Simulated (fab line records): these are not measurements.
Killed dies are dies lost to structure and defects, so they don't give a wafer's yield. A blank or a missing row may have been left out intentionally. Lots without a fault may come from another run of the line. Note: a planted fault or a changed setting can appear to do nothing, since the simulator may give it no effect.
A single fault, viewed from 2 desks ; flow berkeley-cmos170 ; each desk has only its own numbers; what lay behind them comes last

## TOOL OWNER'S DESK, krf-scanner-02
The tool's own readings at UCB170_ACTIVE_EXPOSE_10 (exposes mask ACTIVE, target cd 1200 nm): means of the sampled wafers that have a number, for each lot that ran on this tool. A lot is out of limits, marked OUT, if its mean lies more than 4 standard deviations from the usual mean; the brackets give that distance.
Columns: A = exposure-dose-mJ-cm2 at UCB170_ACTIVE_EXPOSE_10, usual 20.061; B = focus-offset-nm at UCB170_ACTIVE_EXPOSE_10, usual 0.0 nm
lot;first seen here;A;B
L959;day 4 09:19;20.072;0.6
L960;day 4 15:46;20.069;0.0
L961;day 4 23:13;20.078;-0.3
L963;day 5 05:53;20.042;-0.3
L965;day 5 23:35;20.044;0.2
L968;day 6 07:43;20.060;-0.3
L971;day 7 09:01;20.059;0.9
L973;day 7 18:42;20.058;-0.6
L974;day 7 18:49;20.053;-0.5
Result from this desk: across the 9 lots, nothing is out of limits.

## AT THE METROLOGY DESK
Means of the sampled wafers that have a number, per lot and without regard to the tool the lot ran on: this is what the gauges read. A lot is out of limits, marked OUT, if its mean lies more than 4 standard deviations from the usual mean; the brackets give that distance.
Columns: A = NWELL_TW at UCB170_NWELL_TW_MEAS_16, usual 1251; B = ACTIVE_OVL at UCB170_ACTIVE_OVL_MEAS_14, usual 0 nm; C = FIELD_OXIDE_LEFT_1_THK at UCB170_FIELD_THK_MEAS_90, usual 444 nm; D = NVT_OVL at UCB170_NVT_OVL_MEAS_06, usual -1 nm
lot;first seen here;A;B;C;D
L958;day 2 02:34;1245;-0;451;-2
L959;day 2 10:40;1255;-6;456;4
L960;day 2 17:01;1235;2;450;-0
L961;day 2 23:26;1259;3;447;-0
L962;day 3 01:03;1243;2;444;-2
L963;day 3 05:36;1252;-2;447;-7
L964;day 3 13:28;1249;0;433;2
L965;day 3 16:40;1242;-1;444;-6
L968;day 4 10:58;1254;236 (+44) OUT;430;2
L971;day 5 04:01;1240;232 (+44) OUT;447;-0
L973;day 5 17:02;1261;241 (+45) OUT;446;0
L974;day 5 21:28;1240;235 (+44) OUT;468;-4
L975;day 6 02:31;1266;-8;448;1
L980;day 7 03:18;1255;2;427;-6
This desk's result: L968, L971, L973, L974 out of limits, first on L968 (ACTIVE_OVL at UCB170_ACTIVE_OVL_MEAS_14), day 6 08:13. L958, L959, L960, L961, L962, L963, L964, L965, L975, L980 stayed within limits.

## PUT TOGETHER
On L968, L971, L973, L974, the metrology desk was in a position to raise an alarm at day 6 08:13.
Nothing out of limits was seen by the tool owner's desk.
On record at the tool owner's desk: L968, L971, L973, L974, within its limits.
The lots listed all ran UCB170_ACTIVE_EXPOSE_10 on krf-scanner-02.

## WHAT THE SIMULATOR HAD PUT IN
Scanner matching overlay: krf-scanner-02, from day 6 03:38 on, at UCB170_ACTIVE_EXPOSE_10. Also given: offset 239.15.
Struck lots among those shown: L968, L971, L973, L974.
Time in hours between the start of the fault and the first out-of-limits reading at each desk: metrology desk, 5.
